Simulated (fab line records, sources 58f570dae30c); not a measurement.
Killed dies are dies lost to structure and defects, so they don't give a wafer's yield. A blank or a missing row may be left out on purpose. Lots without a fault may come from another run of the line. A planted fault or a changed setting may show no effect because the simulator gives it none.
Which tool did it? | flow berkeley_cmos170 | 14 lots, 42 wafers sampled, at 4 steps of a route of 331

WHAT THE GAUGES READ, wafer by wafer
UCB170_ACTIVE_THK_MEAS_03.
lot  | measured    | on            | ACTIVE_OXIDE_THK (nm)
L248 | day 3 22:49 | film_metro-01 | 26.4 26.7 26.6
L247 | day 3 22:50 | film_metro-02 | 26.4 26.2 26.4
L249 | day 4 08:11 | film_metro-03 | 26.7 26.5 26.6
L256 | day 6 02:09 | film_metro-03 | 26.5 26.7 26.5
L257 | day 6 07:11 | film_metro-01 | 27.1 27.1 27.3
L259 | day 6 07:12 | film_metro-02 | 25.4 25.8 25.7
L260 | day 6 20:04 | film_metro-02 | 26.6 26.5 26.7
L262 | day 7 05:12 | film_metro-01 | 26.4 26.6 26.1
L263 | day 7 05:14 | film_metro-02 | 26.3 26.2 25.8
L261 | day 7 10:13 | film_metro-01 | 25.6 25.8 25.5
L265 | day 7 14:04 | film_metro-01 | 26.0 26.2 26.1
L266 | day 8 01:15 | film_metro-01 | 26.7 26.7 27.3
L269 | day 8 15:36 | film_metro-01 | 26.2 26.4 26.3
L268 | day 8 15:37 | film_metro-03 | 26.1 25.9 26.0

UCB170_NVT_TW_MEAS_09.
lot  | measured     | on            | NVT_TW
L248 | day 5 16:40  | film_metro-04 | 531 528 530
L247 | day 5 16:31  | film_metro-03 | 523 522 523
L249 | day 6 01:23  | film_metro-02 | 517 518 517
L256 | day 7 20:34  | film_metro-04 | 527 527 528
L257 | day 8 06:43  | film_metro-04 | 523 526 525
L259 | day 8 06:37  | film_metro-02 | 521 517 517
L260 | day 8 14:44  | film_metro-04 | 522 525 528
L262 | day 8 22:51  | film_metro-04 | 524 526 528
L263 | day 8 23:46  | film_metro-03 | 522 521 522
L261 | day 9 05:10  | film_metro-04 | 529 531 529
L265 | day 9 10:20  | film_metro-04 | 527 527 527
L266 | day 10 00:16 | film_metro-03 | 519 518 520
L269 | day 10 11:05 | film_metro-04 | 526 527 527
L268 | day 10 11:49 | film_metro-03 | 519 518 517

WHICH TOOL RAN EACH LOT (tool, then ch and the chambers of the sampled wafers, then the start)
lot  | UCB170_ACTIVE_ETCH_15             | UCB170_NVT_PEB_04
L248 | rie_diel-04 ch 0,1, day 4 07:11   | litho_track-01 ch 0, day 5 16:08
L247 | rie_diel-01 ch 0,1, day 4 07:27   | litho_track-02 ch 0, day 5 15:59
L249 | rie_diel-01 ch 0,2, day 4 17:00   | litho_track-04 ch 0, day 6 00:51
L256 | rie_diel-04 ch 0,1,2, day 6 08:51 | litho_track-02 ch 0, day 7 20:01
L257 | rie_diel-02 ch 1,3, day 6 17:21   | litho_track-01, day 8 06:09
L259 | rie_diel-01 ch 1,2,3, day 6 17:07 | litho_track-02, day 8 06:04
L260 | rie_diel-02 ch 0,2,3, day 7 05:12 | litho_track-01 ch 0, day 8 14:11
L262 | rie_diel-01 ch 0,1,3, day 7 14:19 | litho_track-02 ch 0, day 8 22:17
L263 | rie_diel-04 ch 0,1,3, day 7 13:58 | litho_track-01 ch 0, day 8 23:15
L261 | rie_diel-02 ch 0,1,2, day 7 18:38 | litho_track-02 ch 0, day 9 04:36
L265 | rie_diel-04 ch 0,1,2, day 7 21:21 | litho_track-02 ch 0, day 9 09:47
L266 | rie_diel-04 ch 0,1,2, day 8 10:49 | litho_track-04 ch 0, day 9 23:42
L269 | rie_diel-04 ch 0,1,2, day 8 22:16 | litho_track-02 ch 0, day 10 10:32
L268 | rie_diel-01 ch 0,2,3, day 8 22:26 | litho_track-04 ch 0, day 10 11:16
- UCB170_ACTIVE_ETCH_15: etches Si3N4 in CH3F/Ar/O2, stops on SiO2, target depth 242 nm, time 151 s.
- UCB170_NVT_PEB_04

WHAT THE TOOLS THEMSELVES READ (means of the sampled wafers that have a number; where no wafer has one, the mark that the record gives instead)
UCB170_ACTIVE_ETCH_15.
lot  | tool        | O2_flow_sccm (sccm) | drypump_motor_current_A (A) | oes_product_au (a.u.) | throttle_valve_pct (%)
L248 | rie_diel-04 | 7.014               | 5.7                         | 0.922                 | 8.11
L247 | rie_diel-01 | 7.021               | 6.3                         | 0.957                 | 7.92
L249 | rie_diel-01 | 6.997               | 6.0                         | 0.945                 | 7.98
L256 | rie_diel-04 | 7.005               | 5.8                         | 0.925                 | 8.14
L257 | rie_diel-02 | 7.010               | 5.9                         | 0.943                 | 7.94
L259 | rie_diel-01 | 7.007               | 5.9                         | 0.948                 | 7.92
L260 | rie_diel-02 | 6.994               | 5.4                         | 0.939                 | 7.94
L262 | rie_diel-01 | 7.003               | 6.2                         | 0.932                 | 7.91
L263 | rie_diel-04 | 6.994               | 5.7                         | 0.926                 | 8.05
L261 | rie_diel-02 | 7.000               | 5.0                         | 0.950                 | 7.94
L265 | rie_diel-04 | 7.001               | 5.8                         | 0.917                 | 8.14
L266 | rie_diel-04 | 6.984               | 5.8                         | 0.933                 | 8.15
L269 | rie_diel-04 | 6.992               | 5.8                         | 0.930                 | 8.14
L268 | rie_diel-01 | 7.000               | 5.9                         | 0.959                 | 7.96

UCB170_NVT_PEB_04.
lot  | tool           | chill_plate_temp_C (C) | exhaust_pa (Pa)
L248 | litho_track-01 | 22.98                  | 44.8
L247 | litho_track-02 | 23.01                  | 46.1
L249 | litho_track-04 | 23.03                  | 46.3
L256 | litho_track-02 | 22.99                  | 45.0
L257 | litho_track-01 | -                      | -
L259 | litho_track-02 | -                      | -
L260 | litho_track-01 | 23.00                  | 44.2
L262 | litho_track-02 | 22.87                  | 45.2
L263 | litho_track-01 | 22.94                  | 44.8
L261 | litho_track-02 | 22.92                  | 43.4
L265 | litho_track-02 | 22.81                  | 45.4
L266 | litho_track-04 | 23.05                  | 45.9
L269 | litho_track-02 | 23.28                  | 44.8
L268 | litho_track-04 | 23.08                  | 45.3

THE ANSWER, worked out from the rows above alone
Rule: what is usual is taken from the lots themselves. Put in order of their means at a reading, lots are off if they are a third of the lots or fewer, leave a main group of 4 or more, and stand apart from it by a gap of 3 or more times the standard deviation of the main group's means; of several such gaps the widest counts. A main group whose means are all the same, to the digits that the tables above print for the reading, isn't used. A lot without any number at a reading at which 4 lots or more have one is off too. The other lots that the step has rows for count as sound. The gauges are gone through in route order, then the tools' own readings, and for those a lot's mean is taken as printed above. The first step at which some lot is off is used, and at that step the reading that is off furthest; a lot without a number counts as furthest.
Off: L257, L259, at UCB170_NVT_PEB_04 (chill_plate_temp_C). Without a number there: L257, L259. The main group: mean 23.00 C, standard deviation 0.11.
A tool fits if, at that step or a process step before it, it ran every lot that is off, and no sound lot after the first of them. None of those tried fits.

WHAT THE SIMULATOR HAD PUT IN
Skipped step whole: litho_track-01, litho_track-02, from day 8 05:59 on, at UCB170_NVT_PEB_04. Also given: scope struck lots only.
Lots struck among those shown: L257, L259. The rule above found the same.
